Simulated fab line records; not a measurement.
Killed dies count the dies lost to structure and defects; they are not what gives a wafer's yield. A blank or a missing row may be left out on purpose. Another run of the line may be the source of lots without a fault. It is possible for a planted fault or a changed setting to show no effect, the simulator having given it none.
Chamber matching / flow berkeley-cmos170 / UCB170_GATE_ETCH_15 on rie-si-01 has 4 sister chambers
The step etches poly-Si in HBr/Cl2, stops on SiO2, time 56.3 s, target depth 278.2 nm. 14 wafers are shown with their chamber, then 7 later ones without.

## WAFERS, EACH WITH ITS CHAMBER
wafer=L654.2; chamber=3; drypump-motor-current-A (A)=4.7; throttle-valve-pct (%)=26.09; oes-product-au (a.u.)=0.830
wafer=L654.5; chamber=1; drypump-motor-current-A (A)=4.9; throttle-valve-pct (%)=26.64; oes-product-au (a.u.)=0.847
wafer=L654.6; chamber=2; drypump-motor-current-A (A)=6.0; throttle-valve-pct (%)=26.82; oes-product-au (a.u.)=0.809
wafer=L657.1; chamber=3; drypump-motor-current-A (A)=4.6; throttle-valve-pct (%)=26.09; oes-product-au (a.u.)=0.829
wafer=L657.2; chamber=1; drypump-motor-current-A (A)=4.9; throttle-valve-pct (%)=26.63; oes-product-au (a.u.)=0.841
wafer=L657.4; chamber=2; drypump-motor-current-A (A)=6.0; throttle-valve-pct (%)=26.82; oes-product-au (a.u.)=0.813
wafer=L658.2; chamber=3; drypump-motor-current-A (A)=4.7; throttle-valve-pct (%)=26.08; oes-product-au (a.u.)=0.827
wafer=L658.4; chamber=1; drypump-motor-current-A (A)=4.9; throttle-valve-pct (%)=26.63; oes-product-au (a.u.)=0.836
wafer=L658.5; chamber=0; drypump-motor-current-A (A)=6.0; throttle-valve-pct (%)=26.42; oes-product-au (a.u.)=0.842
wafer=L669.2; chamber=2; drypump-motor-current-A (A)=6.0; throttle-valve-pct (%)=26.82; oes-product-au (a.u.)=0.819
wafer=L669.3; chamber=1; drypump-motor-current-A (A)=4.9; throttle-valve-pct (%)=26.65; oes-product-au (a.u.)=0.859
wafer=L669.5; chamber=1; drypump-motor-current-A (A)=4.9; throttle-valve-pct (%)=26.65; oes-product-au (a.u.)=0.847
wafer=L668.3; chamber=3; drypump-motor-current-A (A)=4.7; throttle-valve-pct (%)=26.02; oes-product-au (a.u.)=0.837
wafer=L668.4; chamber=1; drypump-motor-current-A (A)=4.9; throttle-valve-pct (%)=26.64; oes-product-au (a.u.)=0.863

SIGNATURES, as means of the wafers listed above
reading=drypump-motor-current-A; chamber 0=6.000; chamber 1=4.900; chamber 2=6.000; chamber 3=4.675; scatter within a chamber=0.0274
reading=throttle-valve-pct; chamber 0=26.4200; chamber 1=26.6400; chamber 2=26.8200; chamber 3=26.0700; scatter within a chamber=0.0195
reading=oes-product-au; chamber 0=0.84200; chamber 1=0.84883; chamber 2=0.81367; chamber 3=0.83075; scatter within a chamber=0.00803
Rule: a wafer's distance from a chamber is the root of the sum, over the readings, of the square of ((its reading less the chamber's mean) divided by the reading's scatter). If the next closest chamber is less than 2 further off than the closest, the wafer can't be placed; otherwise it belongs to the closest. The scatter: take each reading less its chamber's mean, square it, sum over the shown wafers, divide by the number of wafers less the number of chambers, and take the root.

## WAFERS WITH NO CHAMBER GIVEN
wafer=L668.6; drypump-motor-current-A (A)=4.6; throttle-valve-pct (%)=26.03; oes-product-au (a.u.)=0.839
wafer=L671.1; drypump-motor-current-A (A)=6.0; throttle-valve-pct (%)=26.81; oes-product-au (a.u.)=0.818
wafer=L671.2; drypump-motor-current-A (A)=6.0; throttle-valve-pct (%)=26.43; oes-product-au (a.u.)=0.848
wafer=L671.4; drypump-motor-current-A (A)=4.7; throttle-valve-pct (%)=26.03; oes-product-au (a.u.)=0.846
wafer=L675.3; drypump-motor-current-A (A)=4.9; throttle-valve-pct (%)=26.64; oes-product-au (a.u.)=0.832
wafer=L675.4; drypump-motor-current-A (A)=6.0; throttle-valve-pct (%)=26.44; oes-product-au (a.u.)=0.840
wafer=L675.6; drypump-motor-current-A (A)=4.7; throttle-valve-pct (%)=26.03; oes-product-au (a.u.)=0.824

## EACH ONE'S CHAMBER
wafer=L668.6; from the rows above=3; in truth=3
wafer=L671.1; from the rows above=2; in truth=2
wafer=L671.2; from the rows above=0; in truth=0
wafer=L671.4; from the rows above=3; in truth=3
wafer=L675.3; from the rows above=1; in truth=1
wafer=L675.4; from the rows above=0; in truth=0
wafer=L675.6; from the rows above=3; in truth=3
Correct placement for 7 of the 7. Can't be placed from these rows: 0. Placed wrongly: 0.
